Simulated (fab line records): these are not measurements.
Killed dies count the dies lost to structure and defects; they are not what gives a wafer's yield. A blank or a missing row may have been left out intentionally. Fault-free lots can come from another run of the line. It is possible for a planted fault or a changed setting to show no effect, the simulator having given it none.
A lot that was struck, set against a sound lot || flow berkeley cmos170 || 20 steps out of a route of 331
Sound: wafers L510.4, L510.5, L510.6. Wafers L506.2, L506.3, L506.6 were the ones struck. The cause comes at the end.
Each step with rows lists, per side, the tool, then ch with its chambers, then its first start. Under that, the readings that differ: sound wafers || struck wafers || difference of the means || sigmas: that difference in standard deviations of wafers without a fault.
alike: words and numbers the same on both sides, and readings whose means are apart by under 2 such deviations; not compared: readings that were withheld, readings missing a value for some wafer, numbers with overlapping values and no deviation given by the record, and bounds like >300 which may hide the same value.
The two part at a step that has a row with sigmas, a row that says differs or no value, or rows on one side only. Non-overlapping numbers with no deviation appear without sigmas and do not part them. Lack of a reading on every wafer of one side parts them only where that side has two or more wafers.

first, 1 step without rows for these wafers: UCB170_FIELD_WET_ETCH_06 (etches SiO2 in BOE, time 22.83 s).
UCB170_FIELD_THK_MEAS_90:
  sound: film metro-04 at day 7 22:14; struck: film metro-01 at day 7 02:10
{"reading": "FIELD_OXIDE_LEFT_1_THK (nm)", "sound": "444 450 446", "struck": "412 415 418", "difference": -32, "sigmas": -2}
then, 2 steps without rows for these wafers: UCB170_SACOX_CLEAN_00 (cleans in dHF, time 7.5 s); UCB170_SACOX_OXIDATION_01 (target thk 14.4 nm, ox time 2400 s).
UCB170_SACOX_THK_MEAS_02:
  sound: film metro-03 at day 8 02:22; struck: film metro-02 at day 7 06:15
  alike: SACOX_OXIDE_THK
then, 2 steps without rows for these wafers: UCB170_SCREENOX_WET_ETCH_00 (etches SiO2 in dHF, time 200 s); UCB170_SCREENOX_OXIDATION_01 (target thk 14.4 nm, ox time 2368 s).
UCB170_SCREENOX_THK_MEAS_02:
  sound: film metro-01 at day 8 06:31; struck: film metro-01 at day 7 11:25
  alike: SCREENOX_OXIDE_THK
then, 4 steps without rows for these wafers: UCB170_SCREENOX_ANNEAL_03 (time 900 s); UCB170_NVT_HMDS_00 (prime time 60 s); UCB170_NVT_COAT_01 (resist thk 900 nm); UCB170_NVT_SOFTBAKE_02 (time 60 s).
UCB170_NVT_EXPOSE_03: exposes mask PWELL, target cd 3000 nm.
  sound on krf scanner-02 ch 0, day 8 10:11; struck on krf scanner-02 ch 0, day 7 14:56
{"reading": "mask", "sound": "PWELL#0 PWELL#0 PWELL#0", "struck": "PFIELD#0 PFIELD#0 PFIELD#0", "difference": "differs", "sigmas": ""}
  alike: stage vel mm s
then, 2 steps without rows for these wafers: UCB170_NVT_PEB_04; UCB170_NVT_DEVELOP_05 (develop time 45 s).
UCB170_NVT_OVL_MEAS_06:
  sound: overlay-01 at day 8 10:37; struck: overlay-02 at day 7 15:19
{"reading": "NVT_OVL (nm)", "sound": "-12 -7 -11", "struck": "- - -", "difference": "no value on the struck wafers", "sigmas": ""}
following that, these wafers have no rows for 1 step: UCB170_NVT_IMPLANT_07.
UCB170_NVT_STRIP_08: strips in O2.
  sound on plasma asher-02 ch 0,1, day 8 10:49; struck on plasma asher-02 ch 0,1, day 7 15:29
{"reading": "strip time to endpoint s (s)", "sound": "21.59 21.55 21.59", "struck": "21.70 21.71 21.71", "difference": "+0.13", "sigmas": "+2"}
  alike: drypump motor current A, o2 flow sccm, oes product au
  not compared: rf hours counter h
UCB170_NVT_TW_MEAS_09:
  sound: film metro-02 at day 8 10:55; struck: film metro-04 at day 7 15:36
{"reading": "NVT_TW", "sound": "528 531 527", "struck": "30 30 30", "difference": -499, "sigmas": "-99 or more"}
then, 1 step without rows for these wafers: UCB170_NVT_CLEAN_10 (cleans in SPM, time 600 s).

WHERE THEY PART
First at UCB170_FIELD_THK_MEAS_90; last, within this record, at UCB170_NVT_TW_MEAS_09.

WHY: the cause the simulator had injected
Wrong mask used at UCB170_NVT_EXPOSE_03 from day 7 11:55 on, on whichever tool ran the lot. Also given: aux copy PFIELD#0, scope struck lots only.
